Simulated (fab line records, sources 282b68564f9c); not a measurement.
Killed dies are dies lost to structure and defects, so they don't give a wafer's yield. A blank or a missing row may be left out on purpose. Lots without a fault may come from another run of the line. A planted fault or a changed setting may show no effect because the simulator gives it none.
A struck lot beside a sound one | flow rit_cmos | 22 steps out of a route of 202
Sound: wafers L263.1, L263.5, L263.6. Struck: wafers L268.1, L268.2, L268.5. The cause comes at the end.
At each step with rows: each side's tool, then ch and its chambers, then its first start. Under that, the readings that differ: sound wafers | struck wafers | difference of the means | sigmas: that difference in standard deviations of wafers without a fault.
alike: readings whose means differ by less than 2 such deviations, and words and numbers that are the same on both sides. not compared: withheld readings, readings that some wafer has no value for, bounds like >300 that may hide the same value, and numbers for which the record gives no deviation and whose values overlap.
The two part at a step that has a row with sigmas, a row that says differs or no value, or rows on one side only. Numbers that don't overlap but have no deviation are shown without sigmas and don't part them. A reading that every wafer of one side lacks parts them only if that side has two wafers or more.

first, 2 steps without rows for these wafers: RIT_NSD_HARDBAKE_07 (time 60 s); RIT_NSD_IMPLANT_08.
RIT_NSD_STRIP_09: strips in O2, time 180 s.
  sound on plasma_asher-01 ch 0,1, day 5 11:16; struck on plasma_asher-04 ch 0,1, day 6 14:38
  alike: drypump_motor_current_A
  not compared: rf_hours_counter_h
RIT_NSD_TW_MEAS_10:
  sound on film_metro-04, day 5 11:26; struck on film_metro-03, day 6 14:48
  alike: NSD_TW
then, 6 steps without rows for these wafers: RIT_PSD_HMDS_00 (prime time 60 s); RIT_PSD_COAT_01 (resist thk 1000 nm); RIT_PSD_SOFTBAKE_02 (time 60 s); RIT_PSD_EXPOSE_03 (exposes mask M10, target cd 40900 nm); RIT_PSD_PEB_04; RIT_PSD_DEVELOP_05 (develop time 50 s).
RIT_PSD_OVL_MEAS_06:
  sound on overlay-01, day 5 12:20; struck on overlay-02, day 6 15:43
  alike: PSD_OVL
then, 1 step without rows for these wafers: RIT_PSD_HARDBAKE_07 (time 60 s).
RIT_PSD_IMPLANT_08:
  sound on implanter-02 ch 0, day 5 12:32; struck on implanter-02 ch 0, day 6 15:54
  reading       | sound                         | struck                        | difference | sigmas
  beam_on_s (s) | 12.73 13.42 12.86             | 20.34 20.32 20.10             | +7.25      | +25
  dose_ions_cm2 | 4.995e+15 5.001e+15 4.996e+15 | 7.996e+15 7.994e+15 8.001e+15 | +3.000e+15 | +99 or more
RIT_PSD_STRIP_09: strips in O2, time 180 s.
  sound on plasma_asher-01 ch 0,1, day 5 12:41; struck on plasma_asher-04 ch 0,1, day 6 16:03
  alike: drypump_motor_current_A
  not compared: rf_hours_counter_h
RIT_PSD_TW_MEAS_10:
  sound on film_metro-01, day 5 12:51; struck on film_metro-01, day 6 16:13
  reading | sound          | struck         | difference | sigmas
  PSD_TW  | 3346 3329 3330 | 3427 3441 3454 | +106       | +3
then, 3 steps without rows for these wafers: RIT_SDANNEAL_CLEAN_00 (cleans in SC1, time 600 s); RIT_SDANNEAL_CLEAN_01 (cleans in dHF, time 30 s); RIT_SDANNEAL_CLEAN_02 (cleans in SC2, time 600 s).
RIT_SDANNEAL_RTA_03: time 5 s.
  sound on rtp_anneal-02 ch 0, day 5 13:19; struck on rtp_anneal-01 ch 0, day 6 16:41
  alike: wafer_temp_C_max
RIT_SDANNEAL_RS_MEAS_04: measures by four-point-probe.
  sound on film_metro-03, day 5 13:22; struck on film_metro-03, day 6 16:48
  reading         | sound                | struck               | difference | sigmas
  PSD_RS (ohm/sq) | 115.88 116.34 116.02 | 110.46 110.07 110.40 | -5.77      | -21
RIT_SDANNEAL_RS_MEAS_05: measures by four-point-probe.
  sound on film_metro-03, day 5 13:29; struck on film_metro-03, day 6 16:55
  alike: NSD_RS
RIT_M1_PROBE_99:
  sound on prober-02, day 5 20:42; struck on prober-01, day 7 00:23
  alike: killed_at_contacts, killed_at_front_end, killed_dies, killed_on_rim, killed_open, killed_short

WHERE THEY PART
First at RIT_PSD_IMPLANT_08; last, within this record, at RIT_SDANNEAL_RS_MEAS_04. Later steps at which nothing parts them and some readings are alike: RIT_SDANNEAL_RS_MEAS_05, RIT_M1_PROBE_99.

WHY: what the simulator had put in
Process parameter drift: implanter-02, from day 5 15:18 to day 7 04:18, at RIT_PSD_IMPLANT_08. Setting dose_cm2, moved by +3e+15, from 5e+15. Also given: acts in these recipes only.
